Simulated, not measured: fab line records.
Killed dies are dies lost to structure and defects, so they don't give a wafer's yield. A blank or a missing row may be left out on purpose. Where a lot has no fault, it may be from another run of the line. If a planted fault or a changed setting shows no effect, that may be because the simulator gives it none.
A sampling plan put to the test -- flow berkeley_cmos170 -- each of the 6 faults these records tell of, on one fab line, judged from the records of the lots it struck
The plan consists of the line's own looks: route steps at which the wafer is read by a gauge or an inspection but not changed. Where struck wafers have a number at a look and the file lists that look's usual mean and standard deviation on fault-free wafers, the look can be judged. Caught: 4 or more of those standard deviations (sigma) separate the usual mean from the mean of the struck wafers at a look after the fault's first step. On the tool: the test repeated on the tool's own readings taken at the fault's steps. A different recipe on the struck wafers counts as caught too, as does a record blank only for those wafers.

THE FAULTS, as the simulator had put them in
1. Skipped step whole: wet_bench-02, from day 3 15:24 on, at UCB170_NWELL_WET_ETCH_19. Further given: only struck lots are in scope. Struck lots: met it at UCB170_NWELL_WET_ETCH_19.
2. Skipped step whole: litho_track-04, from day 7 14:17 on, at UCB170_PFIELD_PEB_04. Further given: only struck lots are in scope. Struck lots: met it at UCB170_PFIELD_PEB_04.
3. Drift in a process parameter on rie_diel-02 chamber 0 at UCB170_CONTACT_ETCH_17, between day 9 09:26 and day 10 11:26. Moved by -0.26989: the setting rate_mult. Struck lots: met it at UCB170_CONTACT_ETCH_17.
4. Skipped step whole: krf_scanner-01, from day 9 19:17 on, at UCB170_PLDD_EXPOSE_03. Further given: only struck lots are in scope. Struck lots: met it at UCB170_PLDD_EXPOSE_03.
5. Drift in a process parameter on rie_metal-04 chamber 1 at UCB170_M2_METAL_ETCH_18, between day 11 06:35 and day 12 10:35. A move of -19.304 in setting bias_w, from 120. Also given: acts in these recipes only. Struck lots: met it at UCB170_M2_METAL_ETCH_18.
6. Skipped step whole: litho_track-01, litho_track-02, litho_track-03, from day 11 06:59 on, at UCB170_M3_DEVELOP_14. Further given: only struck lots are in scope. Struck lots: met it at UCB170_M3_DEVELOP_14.

WHAT THE PLAN SAW
fault,on the tool itself,first look that catches it,"reading, sigma",median hours from its first step to that look,hours from the fault's start to the first struck lot there,judged looks passed uncaught
1,the tool's record is blank for the struck wafers,not the one look that can be judged after it,-,-,-,1
2,the tool's record is blank for the struck wafers,no look after it can be judged,-,-,-,0
3,oes_product_au -9.2 sigma,no look after it can be judged,-,-,-,0
4,no reading that can be judged,not the one look that can be judged after it,-,-,-,1
5,bias_w -54 sigma,no look after it can be judged,-,-,-,0
6,the tool's record is blank for the struck wafers,no look after it can be judged,-,-,-,0
A dash: the fault is not caught, or the number is missing from these records.

Caught at a look: 0 of 6. Caught on the tool: 5 of 6. By one or the other: 5 of 6.
On the tool alone, faults 1, 2, 3, 5, 6 were caught.
Caught by neither: fault 4.
